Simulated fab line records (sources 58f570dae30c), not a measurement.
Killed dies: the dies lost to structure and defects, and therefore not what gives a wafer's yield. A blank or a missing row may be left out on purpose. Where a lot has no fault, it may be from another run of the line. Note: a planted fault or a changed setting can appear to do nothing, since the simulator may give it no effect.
A lot that was struck, set against a sound lot ; flow berkeley-cmos170 ; 15 out of 331 route steps
Sound: these wafers, L581.1, L581.4, L581.6. Struck: wafers L577.2, L577.6. (L577.3 of the same lot was not struck and is left out.) The cause comes at the end.
For every step that has rows: the tool of each side, followed by ch and its chambers, followed by its first start. Under that, the readings that differ: sound wafers ; struck wafers ; difference of the means ; sigmas: that difference in standard deviations of wafers without a fault.
alike: words and numbers the same on both sides, and readings whose means are apart by under 2 such deviations; not compared: readings that were withheld, readings missing a value for some wafer, numbers with overlapping values and no deviation given by the record, and bounds like >300 which may hide the same value.
Wherever a step has rows on one side only, a row that says differs or no value, or a row with sigmas, the two part there. Numbers that have no deviation but don't overlap get no sigmas and don't part them. A reading missing from all wafers of one side parts the sides only when that side holds two or more wafers.

first, 6 steps without rows for these wafers: UCB170_M2_COAT_09; UCB170_M2_COAT_10 (resist thk 900 nm); UCB170_M2_SOFTBAKE_11 (time 60 s); UCB170_M2_EXPOSE_12 (exposes mask METAL2, target cd 700 nm); UCB170_M2_PEB_13; UCB170_M2_DEVELOP_14 (develop time 45 s).
UCB170_M2_CD_MEAS_15: target cd 700 nm.
  struck on cd-sem-01, day 10 02:13; sound on cd-sem-01, day 10 06:26
reading;sound;struck;difference;sigmas
cd-nm (nm);701.8 702.1 702.8;699.4 699.3;-2.9;-2
UCB170_M2_OVL_MEAS_16:
  struck on overlay-01, day 10 02:20; sound on overlay-01, day 10 06:33
  alike: M2_OVL
UCB170_M2_ETCH_17: etches BARC in N2/H2.
  sound on rie-diel-03 ch 1,3, day 10 06:35; struck on rie-diel-01 ch 0,3, day 10 02:22
reading;sound;struck;difference;sigmas
oes-product-au (a.u.);0.993 0.979 0.993;1.029 1.029;+0.041;+3
  alike: chamber-pressure-mTorr, drypump-motor-current-A, throttle-valve-pct
UCB170_M2_METAL_ETCH_18: etches Al in Cl2/BCl3, stops on SiO2, target depth 1170 nm, time 195 s.
  sound on rie-metal-01 ch 0,1, day 10 06:37; struck on rie-metal-03 ch 0, day 10 02:24
  alike: chamber-pressure-mTorr, drypump-motor-current-A, oes-product-au, throttle-valve-pct
  not compared: rf-hours-counter-h
UCB170_M2_STRIP_19: strips in O2.
  sound on plasma-asher-04 ch 0,1, day 10 06:49; struck on plasma-asher-01 ch 0,1, day 10 02:35
  alike: chamber-pressure-mTorr, drypump-motor-current-A, oes-product-au
  not compared: rf-hours-counter-h
UCB170_M2_CD_MEAS_90: target cd 700 nm.
  struck on cd-sem-01, day 10 02:43; sound on cd-sem-01, day 10 06:55
  alike: cd-nm
UCB170_V2_CVD_00: deposits SiO2 from TEOS/O2, target thk 2000 nm, time 250 s.
  sound on pecvd-02 ch 0,1,2, day 10 07:02; struck on pecvd-04 ch 2, day 10 02:49
reading;sound;struck;difference;sigmas
susceptor-temp-C (C);390.24 390.25 390.53;389.74 389.84;-0.55;-3
model.SiO2_of_V2_CVD_00.thk-nm (nm);1996 1979 2011;2108 2171;+144;
  alike: heater-power-w, pressure-mtorr
UCB170_V2_THK_MEAS_01:
  struck on film-metro-02, day 10 02:58; sound on film-metro-02, day 10 07:11
reading;sound;struck;difference;sigmas
V2_TEOS_THK (nm);1997 1977 2012;2107 2172;+144;+5
UCB170_V2_CMP_02: polishes SiO2.
  sound on cmp-02 ch 1,2,3, day 10 07:21; struck on cmp-02 ch 0,1, day 10 03:01
  alike: motor-current-A

== WHERE THEY PART ==
Last at UCB170_V2_THK_MEAS_01 as far as this record goes, first at UCB170_M2_CD_MEAS_15. Later steps at which nothing parts them and some readings are alike: UCB170_V2_CMP_02.

WHY: whatever the simulator had introduced
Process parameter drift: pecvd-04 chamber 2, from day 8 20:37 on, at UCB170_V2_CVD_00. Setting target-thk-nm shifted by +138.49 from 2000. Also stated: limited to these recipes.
